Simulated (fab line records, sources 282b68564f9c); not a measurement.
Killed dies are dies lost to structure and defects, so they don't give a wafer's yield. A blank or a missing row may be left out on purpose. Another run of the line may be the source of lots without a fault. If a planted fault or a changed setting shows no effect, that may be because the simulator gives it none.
A single fault, viewed from 2 desks | flow rit cmos | what lay behind the numbers comes last; until then each desk has only its own

DESK OF THE TOOL OWNER: rtp anneal-01
The tool's own readings at RIT_SILICIDE_RTA_06 (time 10 s, ramp up 5 s, ramp down 10 s): means of the sampled wafers that have a number, for each lot that ran on this tool. A lot is out of limits, marked OUT, if its mean lies more than 4 standard deviations from the usual mean; the brackets give that distance.
Columns: A = wafer_temp_C_max at RIT_SILICIDE_RTA_06, usual 755.2
lot  | first seen here | A
L350 | day 3 02:34     | 755.5
L352 | day 3 13:27     | 756.3
L354 | day 3 22:59     | 756.2
This desk's finding: nothing out of limits on any of the 3 lots.

METROLOGY DESK
What the gauges read, lot by lot, whatever tool the lot ran on: means of the sampled wafers that have a number. A lot is out of limits, marked OUT, if its mean lies more than 4 standard deviations from the usual mean; the brackets give that distance. 7 of its 14 readings are shown, namely those furthest out on some lot.
Columns: A = NSD_RS at RIT_SDANNEAL_RS_MEAS_05, usual 84.6 ohm/sq; B = PLDD_RS at RIT_SDANNEAL_RS_MEAS_06, usual 178.5 ohm/sq; C = NLDD_RS at RIT_SDANNEAL_RS_MEAS_07, usual 151.5 ohm/sq; D = SILICIDE_TI_RS at RIT_SILICIDE_RS_MEAS_02, usual 47.7 ohm/sq; E = CONTACT_OVL at RIT_CONTACT_OVL_MEAS_09, usual -0.9 nm; F = cd nm at RIT_CONTACT_CD_MEAS_90, usual 1000.1 nm; G = M1_OVL at RIT_M1_OVL_MEAS_10, usual -0.5 nm
lot  | first seen here | A    | B     | C     | D    | E    | F      | G
L350 | day 3 01:38     | 84.5 | 178.4 | 151.3 | 48.8 | -1.4 | 1000.4 | 1.3
L351 | day 3 05:35     | 84.1 | 178.6 | 151.9 | 47.4 | -0.2 | 1000.6 | 2.8
L352 | day 3 12:31     | 84.8 | 178.7 | 151.0 | 48.6 | -2.5 | 998.0  | -0.2
L354 | day 3 22:04     | 84.4 | 179.6 | 150.1 | 48.2 | -0.2 | 998.0  | -0.4
L370 | day 7 06:08     | 84.4 | 178.7 | 151.1 | 47.4 | -3.2 | 996.7  | -0.6
This desk's finding: nothing out of limits on any of the 5 lots.

PUT TOGETHER
The tool owner's desk saw nothing out of limits.
The metrology desk saw nothing out of limits.

WHAT THE SIMULATOR HAD INSERTED
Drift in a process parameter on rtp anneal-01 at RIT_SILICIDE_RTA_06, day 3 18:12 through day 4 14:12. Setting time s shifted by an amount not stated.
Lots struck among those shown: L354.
